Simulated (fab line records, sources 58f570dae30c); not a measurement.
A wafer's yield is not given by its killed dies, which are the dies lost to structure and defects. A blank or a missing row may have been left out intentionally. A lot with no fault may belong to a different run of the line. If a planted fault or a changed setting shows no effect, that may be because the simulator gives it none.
The tool behind it: which one? :: flow berkeley cmos170 :: 13 lots, 39 wafers sampled, at 6 steps of a route of 331

## WHAT EACH GAUGE READ, for each wafer
UCB170_SILICIDE_RS_MEAS_02: measures by four-point-probe. Usual: for SILICIDE_TI_RS the level is 26.2 ohm/sq and the standard deviation is 0.4.
lot: L885
measured: day 6 13:36
on: film metro-01
SILICIDE_TI_RS (ohm/sq): 26.3 26.4 26.3
flag: 

lot: L887
measured: day 7 17:54
on: film metro-01
SILICIDE_TI_RS (ohm/sq): 26.0 26.1 26.0
flag: 

lot: L888
measured: day 7 18:11
on: film metro-04
SILICIDE_TI_RS (ohm/sq): 26.4 26.7 26.3
flag: 

lot: L890
measured: day 8 13:50
on: film metro-04
SILICIDE_TI_RS (ohm/sq): 25.9 26.0 25.9
flag: 

lot: L892
measured: day 8 21:24
on: film metro-01
SILICIDE_TI_RS (ohm/sq): 26.2 26.3 26.3
flag: 

lot: L893
measured: day 8 21:34
on: film metro-04
SILICIDE_TI_RS (ohm/sq): 35.1 26.4 26.6
flag: OFF

lot: L898
measured: day 9 14:56
on: film metro-03
SILICIDE_TI_RS (ohm/sq): 26.3 26.2 26.7
flag: 

lot: L901
measured: day 10 16:47
on: film metro-01
SILICIDE_TI_RS (ohm/sq): 26.2 26.1 26.2
flag: 

lot: L902
measured: day 10 17:22
on: film metro-03
SILICIDE_TI_RS (ohm/sq): 26.5 26.2 26.7
flag: 

lot: L904
measured: day 11 03:19
on: film metro-01
SILICIDE_TI_RS (ohm/sq): 26.3 26.7 26.8
flag: 

lot: L905
measured: day 11 09:06
on: film metro-03
SILICIDE_TI_RS (ohm/sq): 26.6 26.2 26.2
flag: 

lot: L906
measured: day 11 09:04
on: film metro-04
SILICIDE_TI_RS (ohm/sq): 26.4 26.1 26.0
flag: 

lot: L908
measured: day 11 16:13
on: film metro-04
SILICIDE_TI_RS (ohm/sq): 25.0 25.1 25.7
flag: 

UCB170_SILICIDE_THK_MEAS_03: measures by xrf. Usual: for SILICIDE_TI_THK the level is 29.5 nm and the standard deviation is 0.41.
lot: L885
measured: day 6 13:43
on: film metro-01
SILICIDE_TI_THK (nm): 29.4 29.3 29.6
flag: 

lot: L887
measured: day 7 18:01
on: film metro-01
SILICIDE_TI_THK (nm): 29.7 29.6 29.6
flag: 

lot: L888
measured: day 7 18:19
on: film metro-04
SILICIDE_TI_THK (nm): 29.3 29.2 29.4
flag: 

lot: L890
measured: day 8 13:57
on: film metro-04
SILICIDE_TI_THK (nm): 29.9 29.8 29.7
flag: 

lot: L892
measured: day 8 21:31
on: film metro-01
SILICIDE_TI_THK (nm): 29.3 29.4 29.5
flag: 

lot: L893
measured: day 8 21:40
on: film metro-04
SILICIDE_TI_THK (nm): 23.0 29.1 29.0
flag: OFF

lot: L898
measured: day 9 15:04
on: film metro-03
SILICIDE_TI_THK (nm): 29.3 29.7 29.2
flag: 

lot: L901
measured: day 10 16:53
on: film metro-01
SILICIDE_TI_THK (nm): 29.3 29.4 29.3
flag: 

lot: L902
measured: day 10 17:28
on: film metro-03
SILICIDE_TI_THK (nm): 29.2 29.5 28.9
flag: 

lot: L904
measured: day 11 03:26
on: film metro-01
SILICIDE_TI_THK (nm): 29.4 29.0 28.8
flag: 

lot: L905
measured: day 11 09:13
on: film metro-03
SILICIDE_TI_THK (nm): 29.2 29.5 29.7
flag: 

lot: L906
measured: day 11 09:11
on: film metro-04
SILICIDE_TI_THK (nm): 29.5 29.8 29.6
flag: 

lot: L908
measured: day 11 16:20
on: film metro-04
SILICIDE_TI_THK (nm): 30.8 30.8 30.1
flag: 

UCB170_V1_THK_MEAS_04. Usual: for V1_POLISHED_THK the level is 1014.6 nm and the standard deviation is 1.2.
lot: L885
measured: day 7 05:40
on: film metro-02
V1_POLISHED_THK (nm): 1015.3 1015.5 1015.9
flag: 

lot: L887
measured: day 8 05:10
on: film metro-03
V1_POLISHED_THK (nm): 1012.6 1015.0 1015.3
flag: 

lot: L888
measured: day 8 05:10
on: film metro-02
V1_POLISHED_THK (nm): 1013.7 1015.0 1014.1
flag: 

lot: L890
measured: day 9 04:05
on: film metro-03
V1_POLISHED_THK (nm): 1014.0 1015.1 1013.9
flag: 

lot: L892
measured: day 9 10:17
on: film metro-03
V1_POLISHED_THK (nm): 1016.4 1014.5 1014.4
flag: 

lot: L893
measured: day 9 10:18
on: film metro-01
V1_POLISHED_THK (nm): 1013.7 1016.1 1012.5
flag: 

lot: L898
measured: day 10 06:25
on: film metro-03
V1_POLISHED_THK (nm): 1013.8 1013.0 1014.4
flag: 

lot: L901
measured: day 11 06:36
on: film metro-01
V1_POLISHED_THK (nm): 1015.6 1014.0 1015.1
flag: 

lot: L902
measured: day 11 06:54
on: film metro-01
V1_POLISHED_THK (nm): 1014.7 1015.4 1016.3
flag: 

lot: L904
measured: day 11 14:21
on: film metro-01
V1_POLISHED_THK (nm): 1012.8 1014.5 1014.9
flag: 

lot: L905
measured: day 11 21:53
on: film metro-01
V1_POLISHED_THK (nm): 1015.9 1013.7 1017.1
flag: 

lot: L906
measured: day 11 22:10
on: film metro-03
V1_POLISHED_THK (nm): 1014.8 1013.0 1014.1
flag: 

lot: L908
measured: day 12 06:25
on: film metro-01
V1_POLISHED_THK (nm): 1015.4 1014.6 1016.5
flag: 

## TOOL THAT RAN EACH LOT (tool first, then ch and the chambers of the sampled wafers, then the start)
lot: L885
UCB170_SPACER_CVD_00: pecvd-03 ch 0,1,2, day 6 04:05
UCB170_SILICIDE_SPUTTER_01: pvd sputter-03, day 6 13:34
UCB170_SILICIDE_RTA_04: rtp anneal-01 ch 0, day 6 13:47

lot: L887
UCB170_SPACER_CVD_00: pecvd-01 ch 0,2, day 7 06:57
UCB170_SILICIDE_SPUTTER_01: pvd sputter-04, day 7 17:52
UCB170_SILICIDE_RTA_04: rtp anneal-01 ch 0, day 7 18:05

lot: L888
UCB170_SPACER_CVD_00: pecvd-03 ch 1,2, day 7 07:44
UCB170_SILICIDE_SPUTTER_01: pvd sputter-01, day 7 18:10
UCB170_SILICIDE_RTA_04: rtp anneal-01 ch 0, day 7 18:22

lot: L890
UCB170_SPACER_CVD_00: pecvd-01 ch 0,1,2, day 8 05:55
UCB170_SILICIDE_SPUTTER_01: pvd sputter-04, day 8 13:45
UCB170_SILICIDE_RTA_04: rtp anneal-01 ch 0, day 8 14:01

lot: L892
UCB170_SPACER_CVD_00: pecvd-03 ch 0,1,2, day 8 11:07
UCB170_SILICIDE_SPUTTER_01: pvd sputter-03, day 8 21:17
UCB170_SILICIDE_RTA_04: rtp anneal-01 ch 0, day 8 21:34

lot: L893
UCB170_SPACER_CVD_00: pecvd-02 ch 0,1,2, day 8 11:45
UCB170_SILICIDE_SPUTTER_01: pvd sputter-04, day 8 21:29
UCB170_SILICIDE_RTA_04: rtp anneal-02 ch 0, day 8 21:44

lot: L898
UCB170_SPACER_CVD_00: pecvd-02 ch 0,1, day 9 03:21
UCB170_SILICIDE_SPUTTER_01: pvd sputter-01, day 9 14:54
UCB170_SILICIDE_RTA_04: rtp anneal-01 ch 0, day 9 15:07

lot: L901
UCB170_SPACER_CVD_00: pecvd-02 ch 1,2, day 10 06:38
UCB170_SILICIDE_SPUTTER_01: pvd sputter-01, day 10 16:43
UCB170_SILICIDE_RTA_04: rtp anneal-02 ch 0, day 10 16:56

lot: L902
UCB170_SPACER_CVD_00: pecvd-02 ch 1,2, day 10 07:14
UCB170_SILICIDE_SPUTTER_01: pvd sputter-01, day 10 17:18
UCB170_SILICIDE_RTA_04: rtp anneal-01 ch 0, day 10 17:32

lot: L904
UCB170_SPACER_CVD_00: pecvd-03 ch 0,1, day 10 15:12
UCB170_SILICIDE_SPUTTER_01: pvd sputter-03, day 11 03:17
UCB170_SILICIDE_RTA_04: rtp anneal-02 ch 0, day 11 03:30

lot: L905
UCB170_SPACER_CVD_00: pecvd-01 ch 0,2, day 10 20:47
UCB170_SILICIDE_SPUTTER_01: pvd sputter-01, day 11 09:04
UCB170_SILICIDE_RTA_04: rtp anneal-01 ch 0, day 11 09:17

lot: L906
UCB170_SPACER_CVD_00: pecvd-03 ch 0,2, day 10 20:58
UCB170_SILICIDE_SPUTTER_01: pvd sputter-03, day 11 09:02
UCB170_SILICIDE_RTA_04: rtp anneal-02 ch 0, day 11 09:14

lot: L908
UCB170_SPACER_CVD_00: pecvd-01 ch 0,1, day 11 05:40
UCB170_SILICIDE_SPUTTER_01: pvd sputter-01, day 11 16:11
UCB170_SILICIDE_RTA_04: rtp anneal-02 ch 0, day 11 16:24
- UCB170_SPACER_CVD_00: deposits SiO2 from TEOS/O2, target thk 376 nm, time 47 s.
- UCB170_SILICIDE_SPUTTER_01: material Ti, target thk 30 nm, time 25 s.
- UCB170_SILICIDE_RTA_04: time 15 s.

## WHAT THE TOOLS THEMSELVES READ (means of the sampled wafers that have a number; where no wafer has one, the mark that the record gives instead)
UCB170_SPACER_CVD_00. Usual: heater power w 267 W, standard deviation 42; rf fwd power W 544.1 W, standard deviation 2.3.
lot: L885
tool: pecvd-03
heater power w (W): 283
rf fwd power W (W): 544.7
flag: 

lot: L887
tool: pecvd-01
heater power w (W): 268
rf fwd power W (W): 544.1
flag: 

lot: L888
tool: pecvd-03
heater power w (W): 312
rf fwd power W (W): 546.9
flag: 

lot: L890
tool: pecvd-01
heater power w (W): 276
rf fwd power W (W): 545.5
flag: 

lot: L892
tool: pecvd-03
heater power w (W): 316
rf fwd power W (W): 544.2
flag: 

lot: L893
tool: pecvd-02
heater power w (W): 218
rf fwd power W (W): 542.6
flag: 

lot: L898
tool: pecvd-02
heater power w (W): 245
rf fwd power W (W): 543.2
flag: 

lot: L901
tool: pecvd-02
heater power w (W): 212
rf fwd power W (W): 540.6
flag: 

lot: L902
tool: pecvd-02
heater power w (W): 266
rf fwd power W (W): 542.6
flag: 

lot: L904
tool: pecvd-03
heater power w (W): 284
rf fwd power W (W): 545.8
flag: 

lot: L905
tool: pecvd-01
heater power w (W): 219
rf fwd power W (W): 544.8
flag: 

lot: L906
tool: pecvd-03
heater power w (W): 312
rf fwd power W (W): 541.7
flag: 

lot: L908
tool: pecvd-01
heater power w (W): 254
rf fwd power W (W): 545.1
flag: 

UCB170_SILICIDE_SPUTTER_01. Usual: throttle valve pct reads 30.8 % (standard deviation 0.63).
lot: L885
tool: pvd sputter-03
throttle valve pct (%): 30.7
flag: 

lot: L887
tool: pvd sputter-04
throttle valve pct (%): 30.7
flag: 

lot: L888
tool: pvd sputter-01
throttle valve pct (%): 30.4
flag: 

lot: L890
tool: pvd sputter-04
throttle valve pct (%): 31.4
flag: 

lot: L892
tool: pvd sputter-03
throttle valve pct (%): 30.8
flag: 

lot: L893
tool: pvd sputter-04
throttle valve pct (%): 30.6
flag: 

lot: L898
tool: pvd sputter-01
throttle valve pct (%): 30.4
flag: 

lot: L901
tool: pvd sputter-01
throttle valve pct (%): 31.3
flag: 

lot: L902
tool: pvd sputter-01
throttle valve pct (%): 30.8
flag: 

lot: L904
tool: pvd sputter-03
throttle valve pct (%): 30.7
flag: 

lot: L905
tool: pvd sputter-01
throttle valve pct (%): 30.6
flag: 

lot: L906
tool: pvd sputter-03
throttle valve pct (%): 31.2
flag: 

lot: L908
tool: pvd sputter-01
throttle valve pct (%): 31.0
flag: 

UCB170_SILICIDE_RTA_04. Usual: lamp power pct 11.00 %, standard deviation 0.054; wafer_temp_C_max 653.7, standard deviation 0.79.
lot: L885
tool: rtp anneal-01
lamp power pct (%): 11.04
wafer_temp_C_max: 653.7
flag: 

lot: L887
tool: rtp anneal-01
lamp power pct (%): 11.04
wafer_temp_C_max: 653.1
flag: 

lot: L888
tool: rtp anneal-01
lamp power pct (%): 11.04
wafer_temp_C_max: 653.0
flag: 

lot: L890
tool: rtp anneal-01
lamp power pct (%): 11.04
wafer_temp_C_max: 653.3
flag: 

lot: L892
tool: rtp anneal-01
lamp power pct (%): 11.04
wafer_temp_C_max: 652.9
flag: 

lot: L893
tool: rtp anneal-02
lamp power pct (%): 10.94
wafer_temp_C_max: 654.2
flag: 

lot: L898
tool: rtp anneal-01
lamp power pct (%): 11.04
wafer_temp_C_max: 652.9
flag: 

lot: L901
tool: rtp anneal-02
lamp power pct (%): 10.93
wafer_temp_C_max: 653.6
flag: 

lot: L902
tool: rtp anneal-01
lamp power pct (%): 11.04
wafer_temp_C_max: 653.0
flag: 

lot: L904
tool: rtp anneal-02
lamp power pct (%): 10.94
wafer_temp_C_max: 654.2
flag: 

lot: L905
tool: rtp anneal-01
lamp power pct (%): 11.04
wafer_temp_C_max: 653.3
flag: 

lot: L906
tool: rtp anneal-02
lamp power pct (%): 10.93
wafer_temp_C_max: 653.2
flag: 

lot: L908
tool: rtp anneal-02
lamp power pct (%): 10.93
wafer_temp_C_max: 654.3
flag: 

## THE ANSWER, worked out from the rows above alone
Rule: a lot is off if the mean of its wafers that have a number lies more than 3 standard deviations from the usual mean. Also off: a lot with no number at a reading for which 4 or more lots have one. The other lots that the step has rows for count as sound. After the gauges, taken in route order, come the tools' own readings; for these a lot's mean is taken, as printed above. The first step at which some lot is off is used, and at that step the reading that is off furthest; a lot without a number counts as furthest.
Off: L893, seen at UCB170_SILICIDE_RS_MEAS_02 (SILICIDE_TI_RS).
A tool fits if, at a process step before that reading, it ran every lot that is off, and no sound lot after the first of them. The gauges at UCB170_SILICIDE_RS_MEAS_02 are tried like those tools. One candidate fits, namely pvd sputter-04 at UCB170_SILICIDE_SPUTTER_01. A fault onset in the window from L890 (day 8 13:45, its last sound lot) to L893 (day 8 21:29, its first lot off) fits.

## WHAT THE SIMULATOR HAD INSERTED
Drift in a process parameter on pvd sputter-04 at UCB170_SILICIDE_SPUTTER_01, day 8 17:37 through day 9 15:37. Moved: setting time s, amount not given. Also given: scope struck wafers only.
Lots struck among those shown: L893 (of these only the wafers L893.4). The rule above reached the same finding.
